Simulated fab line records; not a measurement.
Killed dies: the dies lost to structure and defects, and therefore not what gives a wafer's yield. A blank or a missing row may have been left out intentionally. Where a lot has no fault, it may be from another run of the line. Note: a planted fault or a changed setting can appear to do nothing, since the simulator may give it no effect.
Comparing a struck lot with a sound one + flow berkeley-cmos170 + 13 out of 331 route steps
Sound: wafers L620.3, L620.5, L620.6. The struck wafers were L629.1, L629.3, L629.6. Last of all comes the cause.
At each step with rows: each side's tool, then ch and its chambers, then its first start. Under that, the readings that differ: sound wafers + struck wafers + difference of the means + sigmas: that difference in standard deviations of wafers without a fault.
alike: a reading whose means differ by less than 2 such deviations, as well as words and numbers matching on both sides. not compared: withheld readings; readings where some wafer has no value; bounds like >300 that might hide an equal value; numbers whose values overlap and for which the record gives no deviation.
Wherever a step has rows on one side only, a row that says differs or no value, or a row with sigmas, the two part there. When numbers do not overlap yet have no deviation, they are printed without sigmas and do not part them. A reading missing from all wafers of one side parts the sides only when that side holds two or more wafers.

first, 2 steps without rows for these wafers: UCB170_NLDD_PEB_04; UCB170_NLDD_DEVELOP_05 (develop time 45 s).
UCB170_NLDD_CD_MEAS_06 targets a cd of 1200 nm.
  sound: cd-sem-01 at day 8 03:48; struck: cd-sem-02 at day 10 02:53
| reading    | sound                | struck               | difference | sigmas |
|------------|----------------------|----------------------|------------|--------|
| cd-nm (nm) | 1198.0 1200.2 1198.8 | 1202.9 1201.6 1202.0 | +3.2       | +2     |
UCB170_NLDD_OVL_MEAS_07:
  sound: overlay-01 at day 8 03:53; struck: overlay-02 at day 10 03:01
| reading       | sound  | struck    | difference | sigmas |
|---------------|--------|-----------|------------|--------|
| NLDD_OVL (nm) | 12 9 3 | -5 -17 -8 | -18        | -3     |
then, 2 steps without rows for these wafers: UCB170_NLDD_IMPLANT_08; UCB170_NLDD_IMPLANT_09.
UCB170_NLDD_STRIP_10: strips in O2.
  sound on plasma-asher-01 ch 0,1, day 8 04:15; struck on plasma-asher-03 ch 1, day 10 03:20
  alike: drypump-motor-current-A, oes-product-au, strip-time-to-endpoint-s
  not compared: rf-hours-counter-h
UCB170_NLDD_TW_MEAS_11:
  sound: film-metro-02 at day 8 04:20; struck: film-metro-04 at day 10 03:26
  alike: NLDD_TW
then, 1 step without rows for these wafers: UCB170_NLDD_CLEAN_12 (cleans in SPM, time 600 s).
UCB170_SPACER_CVD_00: deposits SiO2 from TEOS/O2, target thk 376 nm, time 47 s.
  sound on pecvd-02 ch 0,1,2, day 8 04:37; struck on pecvd-03 ch 0,1,2, day 10 03:41
  alike: heater-power-w
UCB170_SPACER_THK_MEAS_01:
  sound: film-metro-03 at day 8 04:40; struck: film-metro-03 at day 10 03:43
  alike: SPACER_TEOS_THK
then, 1 step without rows for these wafers: UCB170_SPACER_ANNEAL_02 (time 1800 s).
UCB170_SPACER_ETCHBACK_03: etches SiO2 in CHF3/CF4/Ar, stops on Si, target depth 376 nm, time 100 s.
  sound on rie-diel-01 ch 0,3, day 8 11:17; struck on rie-diel-01 ch 0,2,3, day 10 10:19
| reading                  | sound             | struck            | difference | sigmas |
|--------------------------|-------------------|-------------------|------------|--------|
| oes-product-au (a.u.)    | 0.899 0.908 0.898 | 0.991 0.986 0.992 | +0.088     | +5     |
| run-length-s (s)         | 127.2 127.2 127.5 | 110.3 110.5 110.3 | -16.9      | -34    |
| model.etch.depth-nm (nm) | 372.3 375.8 385.4 | 357.6 358.1 356.5 | -20.4      |        |
  alike: drypump-motor-current-A, throttle-valve-pct
  not compared: rf-hours-counter-h

== WHERE THEY PART ==
At UCB170_NLDD_CD_MEAS_06 first; at UCB170_SPACER_ETCHBACK_03 last (within this record only).

WHY: what the simulator had put in
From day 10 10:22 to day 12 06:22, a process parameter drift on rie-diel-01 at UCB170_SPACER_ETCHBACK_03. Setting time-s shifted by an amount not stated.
